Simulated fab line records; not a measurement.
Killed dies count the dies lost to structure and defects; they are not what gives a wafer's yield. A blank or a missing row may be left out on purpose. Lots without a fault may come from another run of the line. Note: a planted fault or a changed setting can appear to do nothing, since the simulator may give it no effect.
fab line records	flow berkeleyCmos170
record: lots: 14	wafers: 42	lastDay: 12
route steps=331 shown ACTIVE@74 NVT@110 PVT@122 GATE@142
lots that met no fault: from a run of the same line without faults
startH: hours from the record's first day to the start of the lot's first wafer shown	waitH: hours elapsed since this lot's preceding step	" as in the row above	L1.1+2: one row covering several wafers at once	- no value present, or no start provided	* or withheld: withheld	< > ~ a bound
route shown NAME@n: names a module that has steps shown in the file, with the first one's number in the route	usual: average and standard deviation across the fault-free wafers	same: alike in all rows	chamber/n: place in a boat	sites: each site's reading	_std_site: the standard deviation of these	_edge_site: the outer-site mean with the inner-site mean subtracted	radiusMm: for every site, how far away it sits from the centre of the wafer	mask NAME#n: copy n	behind: the last tool/chamber to shape the wafer	hold: reason for holding the lot/hours on hold/outcome of the hold	device: which transistor (n, p or np) failed to switch	end of line: tests run on the same wafers once the route is complete	a step given without rows: its recipe and nothing more	killed: at the first sort, the dies lost to defects and structure; wafer yield is something else	map: a wafer's dies, x killed, . not, _ none there
set.NAME: the run value of the setting; set.NAME@STEP: its run value at that earlier step	model.NAME: the simulator's own value behind a step, which no gauge read
one table for each step of the route and one row for each wafer, over a sample of lots
services: a tool's chamber out of use, with start hour (startH, from the record's first day; less than 0 if before it), hours out, and reason
== steps ==
step: UCB170_ACTIVE_OVL_MEAS_14
usual: ACTIVE_OVL: 3/4.7
lot.wafer	tool	chamber	startH	waitH	ACTIVE_OVL[nm]
L164.1	overlay-02	-	85.80	0.1	4
L164.2	"	-	"	"	0
L164.3	"	-	"	"	5
L165.1	overlay-02	-	86.04	0.1	5
L165.2	"	-	"	"	6
L165.3	"	-	"	"	4
L166.2	overlay-01	-	104.23	0.1	3
L166.3	"	-	"	"	-3
L166.5	"	-	"	"	-2
L167.3	overlay-01	-	104.36	0.1	-1
L167.4	"	-	"	"	8
L167.6	"	-	"	"	7
L169.1	overlay-01	-	109.34	0.1	6
L169.5	"	-	"	"	6
L169.6	"	-	"	"	5
L172.4	overlay-01	-	125.88	0.1	10
L172.5	"	-	"	"	5
L172.6	"	-	"	"	9
L171.1	overlay-01	-	126.10	0.1	-11
L171.3	"	-	"	"	0
L171.5	"	-	"	"	0
L173.1	overlay-02	-	126.14	0.1	2
L173.2	"	-	"	"	-2
L173.5	"	-	"	"	-2
L174.1	overlay-01	-	135.61	0.1	1
L174.2	"	-	"	"	8
L174.3	"	-	"	"	6
L177.2	overlay-02	-	157.10	0.1	9
L177.3	"	-	"	"	7
L177.6	"	-	"	"	3
L179.1	overlay-02	-	163.79	0.1	6
L179.2	"	-	"	"	3
L179.3	"	-	"	"	-10
L180.1	overlay-01	-	164.44	0.1	4
L180.2	"	-	"	"	5
L180.5	"	-	"	"	5
L182.1	overlay-01	-	169.87	0.1	14
L182.2	"	-	"	"	12
L182.6	"	-	"	"	4
L183.2	overlay-01	-	186.93	0.1	2
L183.3	"	-	"	"	-1
L183.4	"	-	"	"	3
step: UCB170_NVT_OVL_MEAS_06
usual: NVT_OVL: -1/5.5
lot.wafer	tool	chamber	startH	waitH	NVT_OVL[nm]
L165.1	overlay-02	-	120.58	-	1
L165.2	"	-	"	"	-3
L165.3	"	-	"	"	-2
L164.1	overlay-01	-	120.82	-	-8
L164.2	"	-	"	"	-17
L164.3	"	-	"	"	-6
L166.2	overlay-01	-	138.93	-	-7
L166.3	"	-	"	"	-8
L166.5	"	-	"	"	-2
L167.3	overlay-01	-	139.04	-	-2
L167.4	"	-	"	"	-6
L167.6	"	-	"	"	5
L169.1	overlay-01	-	146.16	-	-3
L169.5	"	-	"	"	-6
L169.6	"	-	"	"	-1
L173.1	overlay-02	-	164.84	-	-6
L173.2	"	-	"	"	-7
L173.5	"	-	"	"	4
L172.4	overlay-02	-	165.11	-	3
L172.5	"	-	"	"	-6
L172.6	"	-	"	"	-3
L171.1	overlay-02	-	165.45	-	3
L171.3	"	-	"	"	-1
L171.5	"	-	"	"	1
L174.1	overlay-02	-	171.91	-	9
L174.2	"	-	"	"	0
L174.3	"	-	"	"	11
L177.2	overlay-01	-	194.11	-	-13
L177.3	"	-	"	"	-7
L177.6	"	-	"	"	-5
L182.1	overlay-01	-	204.93	-	-4
L182.2	"	-	"	"	4
L182.6	"	-	"	"	0
L179.1	overlay-01	-	205.30	-	-6
L179.2	"	-	"	"	-11
L179.3	"	-	"	"	-10
L180.1	overlay-02	-	205.30	-	0
L180.2	"	-	"	"	-4
L180.5	"	-	"	"	-1
L183.2	overlay-01	-	225.47	-	2
L183.3	"	-	"	"	13
L183.4	"	-	"	"	-1
step: UCB170_PVT_IMPLANT_07
recipe: species: P	doseCm2: 2e+12	energyKev: 30	tiltDeg: 7
usual: beamOnS: 10.01/0.19	faradayCurrentUA: 6.34/0.12
lot.wafer	tool	chamber	startH	waitH	beamOnS	faradayCurrentUA
L165.1	implanter-01	0	122.55	0.0	10.08	6.26
L165.2	"	0	"	"	9.67	6.56
L165.3	"	0	"	"	9.93	6.43
L164.1	implanter-03	0	122.76	0.0	10.01	6.32
L164.2	"	0	"	"	9.86	6.44
L164.3	"	0	"	"	10.00	6.33
L166.2	implanter-01	0	140.54	0.0	10.28	6.20
L166.3	"	0	"	"	10.24	6.19
L166.5	"	0	"	"	10.15	6.22
L167.3	implanter-03	0	141.12	0.1	9.77	6.50
L167.4	"	0	"	"	10.32	6.11
L167.6	"	0	"	"	9.97	6.33
L169.1	implanter-01	0	148.04	0.0	10.09	6.27
L169.5	"	0	"	"	9.93	6.40
L169.6	"	0	"	"	10.09	6.28
L173.1	implanter-03	0	167.71	0.0	10.00	6.39
L173.2	"	0	"	"	10.32	6.13
L173.5	"	0	"	"	10.10	6.30
L172.4	implanter-01	0	167.85	0.1	9.93	6.39
L172.5	"	0	"	"	10.16	6.23
L172.6	"	0	"	"	9.83	6.48
L171.1	implanter-03	0	168.21	0.0	10.46	6.06
L171.3	"	0	"	"	9.91	6.38
L171.5	"	0	"	"	10.15	6.27
L174.1	implanter-03	0	173.72	0.0	9.63	6.58
L174.2	"	0	"	"	9.72	6.54
L174.3	"	0	"	"	9.90	6.41
L177.2	implanter-01	0	197.18	0.0	9.66	6.53
L177.3	"	0	"	"	9.92	6.39
L177.6	"	0	"	"	10.21	6.24
L182.1	implanter-01	0	206.69	0.0	9.87	6.41
L182.2	"	0	"	"	10.25	6.18
L182.6	"	0	"	"	9.65	6.59
L179.1	implanter-03	0	207.11	0.0	10.09	6.31
L179.2	"	0	"	"	10.18	6.22
L179.3	"	0	"	"	9.86	6.43
L180.1	implanter-01	0	207.55	0.0	7.80	8.19
L180.2	"	0	"	"	7.68	8.30
L180.5	"	0	"	"	7.72	8.22
L183.2	implanter-01	0	227.25	0.0	7.68	8.29
L183.3	"	0	"	"	7.55	8.39
L183.4	"	0	"	"	7.50	8.43
step: UCB170_PVT_TW_MEAS_09
usual: PVT_TW: 504/4.7
lot.wafer	tool	chamber	startH	waitH	PVT_TW
L165.1	filmMetro-02	-	122.80	0.1	510
L165.2	"	-	"	"	507
L165.3	"	-	"	"	507
L164.1	filmMetro-04	-	123.01	0.1	505
L164.2	"	-	"	"	504
L164.3	"	-	"	"	504
L166.2	filmMetro-04	-	140.78	0.1	502
L166.3	"	-	"	"	507
L166.5	"	-	"	"	503
L167.3	filmMetro-04	-	141.34	0.1	503
L167.4	"	-	"	"	503
L167.6	"	-	"	"	503
L169.1	filmMetro-03	-	148.29	0.1	500
L169.5	"	-	"	"	500
L169.6	"	-	"	"	499
L173.1	filmMetro-04	-	167.96	0.1	506
L173.2	"	-	"	"	507
L173.5	"	-	"	"	503
L172.4	filmMetro-03	-	168.06	0.1	499
L172.5	"	-	"	"	500
L172.6	"	-	"	"	499
L171.1	filmMetro-04	-	168.46	0.1	501
L171.3	"	-	"	"	502
L171.5	"	-	"	"	506
L174.1	filmMetro-03	-	173.97	0.1	500
L174.2	"	-	"	"	502
L174.3	"	-	"	"	501
L177.2	filmMetro-04	-	197.42	0.1	503
L177.3	"	-	"	"	503
L177.6	"	-	"	"	503
L182.1	filmMetro-04	-	206.94	0.1	505
L182.2	"	-	"	"	506
L182.6	"	-	"	"	504
L179.1	filmMetro-03	-	207.36	0.1	497
L179.2	"	-	"	"	496
L179.3	"	-	"	"	496
L180.1	filmMetro-02	-	207.80	0.1	469
L180.2	"	-	"	"	473
L180.5	"	-	"	"	470
L183.2	filmMetro-04	-	227.48	0.1	460
L183.3	"	-	"	"	462
L183.4	"	-	"	"	462
step: UCB170_GATE_STRIP_16
recipe: chemistry: O2	powerW: 400	pressureMtorr: 3500	platenTempC: withheld	o2FlowSccm: 400	overashFraction: 0.5
usual: drypumpMotorCurrentA: 5.8/0.6	oesProductAu: 0.724/0.0049
lot.wafer	tool	chamber	startH	waitH	drypumpMotorCurrentA	oesProductAu	rfHoursCounterH
L165.1	plasmaAsher-03	0	134.97	0.0	4.9	0.724	42
L165.2	"	1	"	"	6.0	0.718	42
L165.3	"	1	"	"	6.1	0.721	-
L164.1	plasmaAsher-04	0	135.18	0.0	5.1	0.726	37
L164.2	"	1	"	"	6.6	0.725	37
L164.3	"	0	"	"	5.1	0.730	-
L167.3	plasmaAsher-03	1	158.88	0.1	6.0	0.730	-
L167.4	"	0	"	"	4.9	0.716	-
L167.6	"	1	"	"	6.0	0.723	-
L166.2	plasmaAsher-02	0	158.96	0.0	6.2	0.725	38
L166.3	"	0	"	"	6.2	0.725	-
L166.5	"	1	"	"	5.9	0.724	-
L169.1	plasmaAsher-02	1	162.74	0.0	5.9	0.720	38
L169.5	"	1	"	"	5.9	0.723	-
L169.6	"	0	"	"	6.2	0.731	-
L172.4	plasmaAsher-04	0	185.07	0.1	5.1	0.731	-
L172.5	"	0	"	"	5.1	0.730	-
L172.6	"	1	"	"	6.6	0.721	-
L173.1	plasmaAsher-02	0	185.15	0.0	6.2	0.720	40
L173.2	"	1	"	"	5.9	0.725	40
L173.5	"	0	"	"	6.2	0.727	-
L171.1	plasmaAsher-03	0	185.70	0.0	4.9	0.717	48
L171.3	"	0	"	"	4.9	0.735	-
L171.5	"	1	"	"	6.0	0.726	-
L174.1	plasmaAsher-02	0	190.28	0.0	6.3	0.733	41
L174.2	"	1	"	"	5.9	0.727	41
L174.3	"	1	"	"	5.9	0.726	-
L177.2	plasmaAsher-04	0	212.60	0.0	5.1	0.719	46
L177.3	"	0	"	"	5.1	0.718	-
L177.6	"	0	"	"	5.1	0.726	-
L182.1	plasmaAsher-02	0	220.80	0.0	6.2	0.719	44
L182.2	"	1	"	"	5.9	0.727	44
L182.6	"	0	"	"	6.2	0.713	-
L179.1	plasmaAsher-03	1	221.16	0.0	6.0	0.723	52
L179.2	"	0	"	"	4.9	0.722	52
L179.3	"	0	"	"	4.9	0.729	-
L180.1	plasmaAsher-02	0	221.40	0.0	6.2	0.729	44
L180.2	"	1	"	"	5.9	0.715	44
L180.5	"	1	"	"	5.9	0.726	-
L183.2	plasmaAsher-03	0	240.47	0.0	4.9	0.718	55
L183.3	"	1	"	"	6.0	0.724	-
L183.4	"	0	"	"	4.9	0.736	-
== services ==
tool	chamber	startH	hours	kind
implanter-03	-	100.28	1.0	repair
plasmaAsher-03	-	123.03	1.1	repair
implanter-01	-	160.28	3.7	pm
implanter-01	-	173.82	3.3	pm
implanter-03	-	212.52	3.9	pm
plasmaAsher-02	-	223.58	2.8	repair
== key ==
firstSign: step: UCB170_PVT_IMPLANT_07	reading: faradayCurrentUA	direction: up	sigmas: 16	usual: 6.34	struck: 8.30
effect: step: UCB170_PVT_IMPLANT_07	reading: beamOnS	direction: down	sigmas: 12	usual: 10.01	struck: 7.65
effect: step: UCB170_PVT_TW_MEAS_09	reading: PVT_TW	direction: down	sigmas: 8.1	usual: 504	struck: 466
metAt UCB170_PVT_IMPLANT_07
struckLots L180,L183
sortLeftOut L180.1,L180.2,L180.5,L183.2,L183.3,L183.4
testerLeftOut L180,L183
notActingAt UCB170_ACTIVE_OVL_MEAS_14,UCB170_NVT_OVL_MEAS_06,UCB170_GATE_STRIP_16
onsetBetween 206.69 207.55
fault: kind: processParameterDrift	tool: implanter-01	chamber: -	onsetH: 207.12	steps: UCB170_PVT_IMPLANT_07	channel: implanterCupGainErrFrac	offset: 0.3	shape: step	endH: 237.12
testerLeftOut: of these lots the tester's yield and bins aren't shown, on N5 and GAA mostly nor the transistor test; their killed dies are dies lost to structure and defects alone, not to doping, threshold or leakage, so they don't give the yield
sortLeftOut: the simulated sort isn't trusted on such a fault, so these wafers' sort isn't shown, and their yield isn't known
